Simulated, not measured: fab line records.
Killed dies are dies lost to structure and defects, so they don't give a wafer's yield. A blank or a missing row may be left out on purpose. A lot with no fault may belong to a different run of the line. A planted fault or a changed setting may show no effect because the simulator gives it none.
The tool behind it: which one? / flow rit-cmos / 14 lots with 42 wafers sampled at 2 steps, on a route of 202 steps

## WHAT EACH GAUGE READ, for each wafer
Not one reading of a measure or inspect step in the record can be checked against a usual standard deviation.

## TOOL THAT RAN EACH LOT (tool first, then ch and the chambers of the sampled wafers, then the start)
lot=L897; RIT_M1_METAL_ETCH_12=rie-metal-02 ch 1, day 3 17:52; RIT_M1_PROBE_99=prober-01, day 3 20:08
lot=L898; RIT_M1_METAL_ETCH_12=rie-metal-01 ch 0,1, day 3 21:19; RIT_M1_PROBE_99=prober-02, day 3 23:35
lot=L899; RIT_M1_METAL_ETCH_12=rie-metal-03 ch 0,1, day 4 02:53; RIT_M1_PROBE_99=prober-01, day 4 06:43
lot=L900; RIT_M1_METAL_ETCH_12=rie-metal-02 ch 0,1, day 4 07:19; RIT_M1_PROBE_99=prober-02, day 4 10:49
lot=L901; RIT_M1_METAL_ETCH_12=rie-metal-01 ch 0,1, day 4 15:02; RIT_M1_PROBE_99=prober-01, day 4 18:12
lot=L902; RIT_M1_METAL_ETCH_12=rie-metal-03 ch 0,1, day 4 20:11; RIT_M1_PROBE_99=prober-02, day 4 22:57
lot=L905; RIT_M1_METAL_ETCH_12=rie-metal-03 ch 0,1, day 5 10:40; RIT_M1_PROBE_99=prober-01, day 5 13:41
lot=L908; RIT_M1_METAL_ETCH_12=rie-metal-03 ch 1, day 6 13:28; RIT_M1_PROBE_99=prober-02, day 6 16:06
lot=L910; RIT_M1_METAL_ETCH_12=rie-metal-01 ch 0,1, day 6 18:43; RIT_M1_PROBE_99=prober-02, day 6 20:58
lot=L911; RIT_M1_METAL_ETCH_12=rie-metal-03 ch 0,1, day 7 01:59; RIT_M1_PROBE_99=prober-01, day 7 04:49
lot=L912; RIT_M1_METAL_ETCH_12=rie-metal-01 ch 0,1, day 7 02:35; RIT_M1_PROBE_99=prober-02, day 7 05:29
lot=L914; RIT_M1_METAL_ETCH_12=rie-metal-02 ch 0,1, day 7 14:41; RIT_M1_PROBE_99=prober-02, day 7 17:00
lot=L917; RIT_M1_METAL_ETCH_12=rie-metal-02 ch 0,1, day 8 01:42; RIT_M1_PROBE_99=prober-01, day 8 04:00
lot=L918; RIT_M1_METAL_ETCH_12=rie-metal-01 ch 1, day 8 03:14; RIT_M1_PROBE_99=prober-02, day 8 05:38
- RIT_M1_METAL_ETCH_12: etches Al in Cl2/BCl3, stops on SiO2, time 165 s, target depth 600 nm.
- RIT_M1_PROBE_99

## AS READ BY THE TOOLS THEMSELVES (means over the sampled wafers that have a number; for cases with no such wafer, the mark the record gives instead)
RIT_M1_METAL_ETCH_12.
lot=L897; tool=rie-metal-02; drypump-motor-current-A (A)=5.9; oes-product-au (a.u.)=0.751; throttle-valve-pct (%)=8.20
lot=L898; tool=rie-metal-01; drypump-motor-current-A (A)=5.6; oes-product-au (a.u.)=0.774; throttle-valve-pct (%)=8.14
lot=L899; tool=rie-metal-03; drypump-motor-current-A (A)=5.4; oes-product-au (a.u.)=0.761; throttle-valve-pct (%)=8.24
lot=L900; tool=rie-metal-02; drypump-motor-current-A (A)=6.4; oes-product-au (a.u.)=0.765; throttle-valve-pct (%)=8.17
lot=L901; tool=rie-metal-01; drypump-motor-current-A (A)=6.1; oes-product-au (a.u.)=0.766; throttle-valve-pct (%)=8.26
lot=L902; tool=rie-metal-03; drypump-motor-current-A (A)=5.5; oes-product-au (a.u.)=0.779; throttle-valve-pct (%)=8.28
lot=L905; tool=rie-metal-03; drypump-motor-current-A (A)=5.5; oes-product-au (a.u.)=0.774; throttle-valve-pct (%)=8.28
lot=L908; tool=rie-metal-03; drypump-motor-current-A (A)=5.2; oes-product-au (a.u.)=0.771; throttle-valve-pct (%)=8.19
lot=L910; tool=rie-metal-01; drypump-motor-current-A (A)=6.1; oes-product-au (a.u.)=0.773; throttle-valve-pct (%)=8.26
lot=L911; tool=rie-metal-03; drypump-motor-current-A (A)=5.3; oes-product-au (a.u.)=0.768; throttle-valve-pct (%)=8.23
lot=L912; tool=rie-metal-01; drypump-motor-current-A (A)=5.6; oes-product-au (a.u.)=0.779; throttle-valve-pct (%)=8.14
lot=L914; tool=rie-metal-02; drypump-motor-current-A (A)=6.4; oes-product-au (a.u.)=0.774; throttle-valve-pct (%)=8.18
lot=L917; tool=rie-metal-02; drypump-motor-current-A (A)=6.1; oes-product-au (a.u.)=0.771; throttle-valve-pct (%)=8.18
lot=L918; tool=rie-metal-01; drypump-motor-current-A (A)=5.2; oes-product-au (a.u.)=0.771; throttle-valve-pct (%)=8.02

RIT_M1_PROBE_99.
lot=L897; tool=prober-01; defect-limited-yield (%)=97.1; killed_at_M0_to_M3=0.0; killed-at-contacts=0.0; killed-at-front-end=7.7; killed-dies=7.7; killed-on-rim=1.3; killed-open=4.0; killed-short=3.7; sort_bin_3_pad_short (%)=0.1; sort_bin_5_function (%)=2.4; sort_bin_6_memory (%)=0.4; sort-n-pass=256.3; sort-yield-pct (%)=97.1
lot=L898; tool=prober-02; defect-limited-yield (%)=97.7; killed_at_M0_to_M3=0.0; killed-at-contacts=0.0; killed-at-front-end=6.0; killed-dies=6.0; killed-on-rim=1.3; killed-open=2.3; killed-short=3.7; sort_bin_3_pad_short (%)=0.3; sort_bin_5_function (%)=1.3; sort_bin_6_memory (%)=0.8; sort-n-pass=258.0; sort-yield-pct (%)=97.7
lot=L899; tool=prober-01; defect-limited-yield (%)=97.1; killed_at_M0_to_M3=0.3; killed-at-contacts=0.0; killed-at-front-end=7.3; killed-dies=7.7; killed-on-rim=2.0; killed-open=4.7; killed-short=3.0; sort_bin_3_pad_short (%)=0.0; sort_bin_5_function (%)=1.9; sort_bin_6_memory (%)=1.0; sort-n-pass=256.3; sort-yield-pct (%)=97.1
lot=L900; tool=prober-02; defect-limited-yield (%)=96.2; killed_at_M0_to_M3=0.0; killed-at-contacts=0.0; killed-at-front-end=10.0; killed-dies=10.0; killed-on-rim=3.3; killed-open=5.7; killed-short=4.3; sort_bin_3_pad_short (%)=0.3; sort_bin_5_function (%)=2.1; sort_bin_6_memory (%)=1.4; sort-n-pass=254.0; sort-yield-pct (%)=96.2
lot=L901; tool=prober-01; defect-limited-yield (%)=98.0; killed_at_M0_to_M3=0.0; killed-at-contacts=0.0; killed-at-front-end=5.3; killed-dies=5.3; killed-on-rim=2.0; killed-open=3.0; killed-short=2.3; sort_bin_3_pad_short (%)=0.1; sort_bin_5_function (%)=1.3; sort_bin_6_memory (%)=0.7; sort-n-pass=258.7; sort-yield-pct (%)=98.0
lot=L902; tool=prober-02; defect-limited-yield (%)=97.9; killed_at_M0_to_M3=0.0; killed-at-contacts=0.0; killed-at-front-end=5.7; killed-dies=5.7; killed-on-rim=0.3; killed-open=1.7; killed-short=4.0; sort_bin_3_pad_short (%)=0.1; sort_bin_5_function (%)=1.3; sort_bin_6_memory (%)=0.8; sort-n-pass=258.3; sort-yield-pct (%)=97.9
lot=L905; tool=prober-01; defect-limited-yield (%)=97.9; killed_at_M0_to_M3=0.0; killed-at-contacts=0.0; killed-at-front-end=5.7; killed-dies=5.7; killed-on-rim=1.3; killed-open=3.3; killed-short=2.3; sort_bin_3_pad_short (%)=0.0; sort_bin_5_function (%)=1.3; sort_bin_6_memory (%)=0.9; sort-n-pass=258.3; sort-yield-pct (%)=97.9
lot=L908; tool=prober-02; defect-limited-yield (%)=89.7; killed_at_M0_to_M3=23.3; killed-at-contacts=0.3; killed-at-front-end=3.7; killed-dies=27.3; killed-on-rim=10.7; killed-open=1.7; killed-short=2.3; sort_bin_3_pad_short (%)=2.2; sort_bin_5_function (%)=6.6; sort_bin_6_memory (%)=1.6; sort-n-pass=236.7; sort-yield-pct (%)=89.7
lot=L910; tool=prober-02; defect-limited-yield (%)=96.8; killed_at_M0_to_M3=0.0; killed-at-contacts=0.3; killed-at-front-end=8.0; killed-dies=8.3; killed-on-rim=1.0; killed-open=4.0; killed-short=4.3; sort_bin_3_pad_short (%)=0.0; sort_bin_5_function (%)=2.2; sort_bin_6_memory (%)=1.0; sort-n-pass=255.7; sort-yield-pct (%)=96.8
lot=L911; tool=prober-01; defect-limited-yield (%)=92.8; killed_at_M0_to_M3=13.3; killed-at-contacts=0.0; killed-at-front-end=5.7; killed-dies=19.0; killed-on-rim=7.3; killed-open=3.7; killed-short=2.0; sort_bin_3_pad_short (%)=2.0; sort_bin_5_function (%)=3.8; sort_bin_6_memory (%)=1.4; sort-n-pass=245.0; sort-yield-pct (%)=92.8
lot=L912; tool=prober-02; defect-limited-yield (%)=96.8; killed_at_M0_to_M3=0.0; killed-at-contacts=0.0; killed-at-front-end=8.3; killed-dies=8.3; killed-on-rim=1.3; killed-open=2.3; killed-short=6.0; sort_bin_3_pad_short (%)=0.0; sort_bin_5_function (%)=2.4; sort_bin_6_memory (%)=0.8; sort-n-pass=255.7; sort-yield-pct (%)=96.8
lot=L914; tool=prober-02; defect-limited-yield (%)=97.7; killed_at_M0_to_M3=0.0; killed-at-contacts=0.0; killed-at-front-end=6.0; killed-dies=6.0; killed-on-rim=0.7; killed-open=2.7; killed-short=3.3; sort_bin_3_pad_short (%)=0.1; sort_bin_5_function (%)=1.3; sort_bin_6_memory (%)=0.9; sort-n-pass=258.0; sort-yield-pct (%)=97.7
lot=L917; tool=prober-01; defect-limited-yield (%)=98.1; killed_at_M0_to_M3=0.0; killed-at-contacts=0.3; killed-at-front-end=4.7; killed-dies=5.0; killed-on-rim=2.0; killed-open=2.3; killed-short=2.7; sort_bin_3_pad_short (%)=0.1; sort_bin_5_function (%)=0.9; sort_bin_6_memory (%)=0.9; sort-n-pass=259.0; sort-yield-pct (%)=98.1
lot=L918; tool=prober-02; defect-limited-yield (%)=97.3; killed_at_M0_to_M3=0.0; killed-at-contacts=0.3; killed-at-front-end=6.7; killed-dies=7.0; killed-on-rim=1.7; killed-open=3.3; killed-short=3.7; sort_bin_3_pad_short (%)=0.0; sort_bin_5_function (%)=1.5; sort_bin_6_memory (%)=1.1; sort-n-pass=257.0; sort-yield-pct (%)=97.3

## THE ANSWER, worked out from the rows above alone
Rule: the usual values come from the lots themselves. The widest of any qualifying gaps counts: lots, ordered by their means at a reading, are off when they make up no more than a third of the lots, leave a main group of 4 or more, and stand apart from it by 3 or more times the standard deviation of that group's means. A main group is skipped when, at the precision printed for the reading in the tables above, its means are all equal. Also off: a lot with no number at a reading for which 4 or more lots have one. The other lots that the step has rows for count as sound. The gauges are gone through in route order, then the tools' own readings, and for those a lot's mean is taken as printed above. At the first step where some lot is off, the reading lying furthest off is the one used; lots without a number count as furthest.
Off at RIT_M1_PROBE_99 (killed_at_M0_to_M3): L908, L911. For the main group the mean is 0.0 and the standard deviation 0.083.
A tool fits if, at that step or a process step before it, it ran every lot that is off, and no sound lot after the first of them. One fits: rie-metal-03 at RIT_M1_METAL_ETCH_12. A fault onset in the window from L905 (day 5 10:40, its last sound lot) to L908 (day 6 13:28, its first lot off) fits.

## WHAT THE SIMULATOR PUT IN
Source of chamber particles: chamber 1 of rie-metal-03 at RIT_M1_METAL_ETCH_12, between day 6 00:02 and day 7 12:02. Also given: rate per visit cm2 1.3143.
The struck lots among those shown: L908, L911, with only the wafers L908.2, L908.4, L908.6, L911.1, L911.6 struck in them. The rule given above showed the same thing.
